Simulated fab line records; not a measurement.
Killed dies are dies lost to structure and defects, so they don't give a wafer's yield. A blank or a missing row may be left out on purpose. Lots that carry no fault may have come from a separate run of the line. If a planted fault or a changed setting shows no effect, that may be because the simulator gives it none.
A lot that was struck, set against a sound lot | flow rit_cmos | 32 steps out of a route of 202
Sound: wafers L629.1, L629.4, L629.5. Struck: wafers L635.2, L635.3, L635.5. The cause is named last.
Order at every step that has rows: each side's tool, ch and its chambers, its first start. Under that, the readings that differ: sound wafers | struck wafers | difference of the means | sigmas: that difference in standard deviations of wafers without a fault.
alike: words and numbers the same on both sides, and readings whose means are apart by under 2 such deviations; not compared: readings that were withheld, readings missing a value for some wafer, numbers with overlapping values and no deviation given by the record, and bounds like >300 which may hide the same value.
Wherever a step has rows on one side only, a row that says differs or no value, or a row with sigmas, the two part there. Non-overlapping numbers with no deviation appear without sigmas and do not part them. A reading that every wafer of one side lacks parts them only if that side has two wafers or more.

RIT_NRETRO_TW_MEAS_10:
  sound on film_metro-04, day 5 03:49; struck on film_metro-04, day 6 09:16
  alike: NRETRO_TW
then, 6 steps without rows for these wafers: RIT_PRETRO_HMDS_00 (prime time 60 s); RIT_PRETRO_COAT_01 (resist thk 1300 nm); RIT_PRETRO_SOFTBAKE_02 (time 60 s); RIT_PRETRO_EXPOSE_03 (exposes mask M5, target cd 43700 nm); RIT_PRETRO_PEB_04; RIT_PRETRO_DEVELOP_05 (develop time 68 s).
RIT_PRETRO_OVL_MEAS_06:
  sound on overlay-01, day 5 04:58; struck on overlay-01, day 6 10:13
  alike: PRETRO_OVL
then, 2 steps without rows for these wafers: RIT_PRETRO_HARDBAKE_07 (time 120 s); RIT_PRETRO_IMPLANT_08.
RIT_PRETRO_STRIP_09: strips in O2, time 180 s.
  sound on plasma_asher-04 ch 0,1, day 5 05:31; struck on plasma_asher-03 ch 0,1, day 6 10:38
  alike: drypump_motor_current_A
  not compared: rf_hours_counter_h
RIT_PRETRO_TW_MEAS_10:
  sound on film_metro-01, day 5 05:41; struck on film_metro-02, day 6 10:49
  alike: PRETRO_TW
RIT_GATE_WET_ETCH_00: etches SiO2 in BOE, target depth 56 nm, time 60 s.
  sound on wet_bench-03 ch 3, day 5 05:45; struck on wet_bench-04 ch 0, day 6 10:52
  no value came back on the struck wafers for bath_heat_duty_pct (%), run_length_s (s), time_s (s); on the sound wafers bath_heat_duty_pct (%) reads 1.7 1.4 2.3
  reading                                       | sound             | struck           | difference | sigmas
  model.SiO2_of_FOX2_OXIDATION_00.thk_nm (nm)   | 262.3 261.3 259.1 | 323.1 319.3 321  | +60.2      |
  model.SiO2_of_ACTIVE_OXIDATION_01.thk_nm (nm) | 0 0 0             | 43.1 43.05 42.57 | +42.9      |
then, 4 steps without rows for these wafers: RIT_GATE_CLEAN_01 (cleans in SC1, time 600 s); RIT_GATE_CLEAN_02 (cleans in dHF, time 30 s); RIT_GATE_CLEAN_03 (cleans in SC2, time 600 s); RIT_GATE_CLEAN_04 (cleans in dHF, time 60 s).
RIT_FOX2_THK_MEAS_91:
  sound on film_metro-01, day 5 06:11; struck on film_metro-03, day 6 11:18
  reading                     | sound       | struck      | difference | sigmas
  FIELD_OXIDE_LEFT_2_THK (nm) | 250 249 247 | 311 307 309 | +60        | +8
then, 9 steps without rows for these wafers: RIT_GATE_OXIDATION_05 (target thk 3 nm, ox time 270 s); RIT_GATE_ANNEAL_06 (time 600 s); RIT_GATE_CVD_08 (deposits poly-Si from SiH4, target thk 250 nm, time 2220 s); RIT_GATE_HMDS_10 (prime time 60 s); RIT_GATE_COAT_11 (resist thk 850 nm); RIT_GATE_SOFTBAKE_12 (time 60 s); RIT_GATE_EXPOSE_13 (exposes mask M6, target cd 150 nm); RIT_GATE_PEB_14; RIT_GATE_DEVELOP_15 (develop time 50 s).
RIT_GATE_CD_MEAS_16: the cd target is 150 nm.
  sound on cd_sem-02, day 5 11:17; struck on cd_sem-02, day 6 18:46
  alike: cd_nm
RIT_GATE_OVL_MEAS_17:
  sound on overlay-01, day 5 11:24; struck on overlay-02, day 6 18:52
  alike: GATE_OVL
then, 1 step without rows for these wafers: RIT_GATE_HARDBAKE_18 (time 60 s).
RIT_GATE_ETCH_19: etches poly-Si in SF6/CHF3/O2, stops on SiO2, time 165 s, target depth 312.5 nm.
  sound on rie_si-01 ch 1,3, day 5 11:35; struck on rie_si-01 ch 0,1,3, day 6 19:03
  reading                                     | sound             | struck            | difference | sigmas
  O2_flow_sccm (sccm)                         | 5.014 5.024 5.021 | 4.988 4.971 5.003 | -0.032     | -2
  model.SiO2_of_FOX2_OXIDATION_00.thk_nm (nm) | 239.6 238.2 236.4 | 300.2 296.5 297.9 | +60.1      |
  alike: CHF3_flow_sccm, SF6_flow_sccm, drypump_motor_current_A, oes_product_au, throttle_valve_pct
  not compared: rf_hours_counter_h
RIT_GATE_STRIP_20: strips in O2, time 180 s.
  sound on plasma_asher-01 ch 0,1, day 5 11:42; struck on plasma_asher-01 ch 0,1, day 6 19:10
  alike: drypump_motor_current_A
  not compared: rf_hours_counter_h

== WHERE THEY PART ==
Last at RIT_GATE_ETCH_19 as far as this record goes, first at RIT_GATE_WET_ETCH_00. Later steps at which nothing parts them and some readings are alike: RIT_GATE_STRIP_20.

WHY: the cause the simulator had injected
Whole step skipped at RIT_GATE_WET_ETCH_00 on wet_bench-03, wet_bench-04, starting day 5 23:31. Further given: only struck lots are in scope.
